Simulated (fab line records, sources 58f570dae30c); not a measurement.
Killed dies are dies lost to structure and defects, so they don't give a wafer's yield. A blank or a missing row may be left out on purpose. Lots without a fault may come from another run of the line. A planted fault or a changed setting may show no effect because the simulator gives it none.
Tool commonality check | flow berkeley_cmos170 | 12 lots, 36 wafers sampled

WHY IT WAS OPENED
At UCB170_V1_CD_MEAS_12 the reading cd_nm is flagged on 2 of 12 lots. Wafers without a fault read 699.3 nm, standard deviation 1.3.
Rule: a lot is flagged when every wafer of it that has a number lies more than 4 standard deviations from that mean, or none has a number. The other lots count as sound.

lot  | measured     | on        | cd_nm (nm), wafer by wafer | flag
L503 | day 7 04:56  | cd_sem-02 | 700.9 702.1 700.7          |
L506 | day 7 15:47  | cd_sem-01 | 699.3 699.0 699.9          |
L505 | day 7 16:50  | cd_sem-02 | 700.0 700.6 698.6          |
L504 | day 7 17:15  | cd_sem-02 | 698.7 697.5 699.0          |
L507 | day 8 07:08  | cd_sem-02 | 679.3 679.7 678.8          | FLAGGED
L510 | day 9 03:35  | cd_sem-01 | 701.0 700.1 701.0          |
L511 | day 9 04:07  | cd_sem-02 | 681.8 680.9 682.2          | FLAGGED
L512 | day 9 13:33  | cd_sem-01 | 700.1 699.9 699.1          |
L518 | day 10 18:55 | cd_sem-01 | 699.5 698.8 700.9          |
L517 | day 10 19:07 | cd_sem-01 | 699.4 700.3 699.0          |
L520 | day 10 20:36 | cd_sem-02 | 699.9 699.2 699.7          |
L523 | day 12 04:08 | cd_sem-02 | 699.2 698.9 700.8          |
The numbers of the flagged lots are 680.5 nm on average: -18.8 nm against the usual, or -14 standard deviations.

WHICH TOOL RAN EACH LOT
The record holds 1 process step before the reading, out of a route of 331 steps. In each cell: the tool, then ch and the chambers that the sampled wafers went through, then the start.
lot  | flag    | UCB170_V1_EXPOSE_09
L503 |         | krf_scanner-02 ch 0, day 7 04:32
L506 |         | krf_scanner-02 ch 0, day 7 15:04
L505 |         | krf_scanner-01 ch 0, day 7 16:02
L504 |         | krf_scanner-02 ch 0, day 7 16:38
L507 | FLAGGED | krf_scanner-02 ch 0, day 8 06:44
L510 |         | krf_scanner-01 ch 0, day 9 03:12
L511 | FLAGGED | krf_scanner-02 ch 0, day 9 03:32
L512 |         | krf_scanner-01 ch 0, day 9 13:09
L518 |         | krf_scanner-01 ch 0, day 10 18:29
L517 |         | krf_scanner-01 ch 0, day 10 18:37
L520 |         | krf_scanner-01 ch 0, day 10 20:09
L523 |         | krf_scanner-01 ch 0, day 12 03:44
What these steps do:
- UCB170_V1_EXPOSE_09: exposes mask VIA1, target cd 700 nm.
- UCB170_V1_CD_MEAS_12: target cd 700 nm.

FLAGGED OVER TOTAL, TOOL BY TOOL (the gauges that took the reading come last)
step                 | tool           | lots run | flagged | share of the flagged lots | sound lots run after its first flagged lot
UCB170_V1_EXPOSE_09  | krf_scanner-01 | 7        | 0       | none                      | -
UCB170_V1_EXPOSE_09  | krf_scanner-02 | 5        | 2       | all                       | 0
UCB170_V1_CD_MEAS_12 | cd_sem-01      | 5        | 0       | none                      | -
UCB170_V1_CD_MEAS_12 | cd_sem-02      | 7        | 2       | all                       | 2 (L520,L523)

WHAT THE TABLE ALLOWS
2 rows of the table ran every flagged lot: krf_scanner-02 at UCB170_V1_EXPOSE_09, cd_sem-02 at UCB170_V1_CD_MEAS_12.
- krf_scanner-02 at UCB170_V1_EXPOSE_09: 2 of its 5 lots flagged. Its last sound lot is L504 (day 7 16:38), its first flagged lot L507 (day 8 06:44): a fault that began between those two fits. Its own readings lie more than 4 standard deviations out on every wafer of the flagged lots: exposure_dose_mJ_cm2.
- cd_sem-02 at UCB170_V1_CD_MEAS_12: 2 of its 7 lots flagged. Sound lots ran on it after the first flagged one (L520, L523), which a lasting fault on the whole tool wouldn't allow.
One tool is left: krf_scanner-02 at UCB170_V1_EXPOSE_09.

WHAT THE SIMULATOR HAD PUT IN
Process parameter drift: krf_scanner-02, from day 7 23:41 on, at UCB170_V1_EXPOSE_09. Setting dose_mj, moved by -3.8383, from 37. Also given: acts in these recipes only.
Lots struck among those shown: L507, L511. The rule above found the same.
